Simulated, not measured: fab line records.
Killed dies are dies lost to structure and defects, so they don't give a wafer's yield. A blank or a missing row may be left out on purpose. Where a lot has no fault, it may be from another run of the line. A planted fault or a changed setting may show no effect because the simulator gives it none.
What tool caused it? | flow berkeleyCmos170 | 7 lots, 21 wafers sampled, at 2 steps of a route of 331

WHAT THE GAUGES READ, wafer by wafer
UCB170_WELLDRIVE_THK_MEAS_02.
lot  | measured    | on           | WELLDRIVE_OXIDE_THK (nm)
L636 | day 4 15:20 | filmMetro-01 | 202 205 203
L638 | day 4 15:20 | filmMetro-02 | 195 195 199
L640 | day 5 01:35 | filmMetro-01 | 200 199 197
L642 | day 5 07:55 | filmMetro-01 | 193 192 194
L645 | day 5 23:36 | filmMetro-01 | 197 198 199
L647 | day 6 07:26 | filmMetro-01 | 228 223 226
L652 | day 7 14:43 | filmMetro-01 | 192 193 193

TOOL THAT RAN EACH LOT (tool first, then ch and the chambers of the sampled wafers, then the start)
lot  | UCB170_WELLDRIVE_OXIDATION_01
L636 | furnace-04 ch 0, day 4 11:50
L638 | furnace-04 ch 0, day 4 11:50
L640 | furnace-01 ch 0, day 4 22:04
L642 | furnace-02 ch 0, day 5 04:23
L645 | furnace-01 ch 0, day 5 20:06
L647 | furnace-01 ch 0, day 6 03:56
L652 | furnace-02 ch 0, day 7 11:12
- UCB170_WELLDRIVE_OXIDATION_01: target thk 199 nm, ox time 9000 s.

THE ANSWER, worked out from the rows above alone
Rule: what is usual is taken from the lots themselves. Put in order of their means at a reading, lots are off if they are a third of the lots or fewer, leave a main group of 4 or more, and stand apart from it by a gap of 3 or more times the standard deviation of the main group's means; of several such gaps the widest counts. Not used: any main group whose means are identical at the precision the tables above print for the reading. A lot without any number at a reading at which 4 lots or more have one is off too. Where the step has rows for the other lots, those lots are counted as sound.
Off: at UCB170_WELLDRIVE_THK_MEAS_02 (WELLDRIVE_OXIDE_THK), L647. Main group: mean 197 nm, sd 3.6.
If a tool, at a process step before that reading, ran all the lots that are off and no sound lot after the first of them, it fits. The gauges at UCB170_WELLDRIVE_THK_MEAS_02 are tried like those tools. One candidate fits, namely furnace-01 at UCB170_WELLDRIVE_OXIDATION_01. A fault onset in the window from L645 (day 5 20:06, its last sound lot) to L647 (day 6 03:56, its first lot off) fits.

WHAT HAD BEEN PUT IN BY THE SIMULATOR
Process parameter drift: furnace-01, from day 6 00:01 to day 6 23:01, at UCB170_WELLDRIVE_OXIDATION_01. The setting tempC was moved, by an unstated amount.
Lots struck among those shown: L647. The rule above found the same.
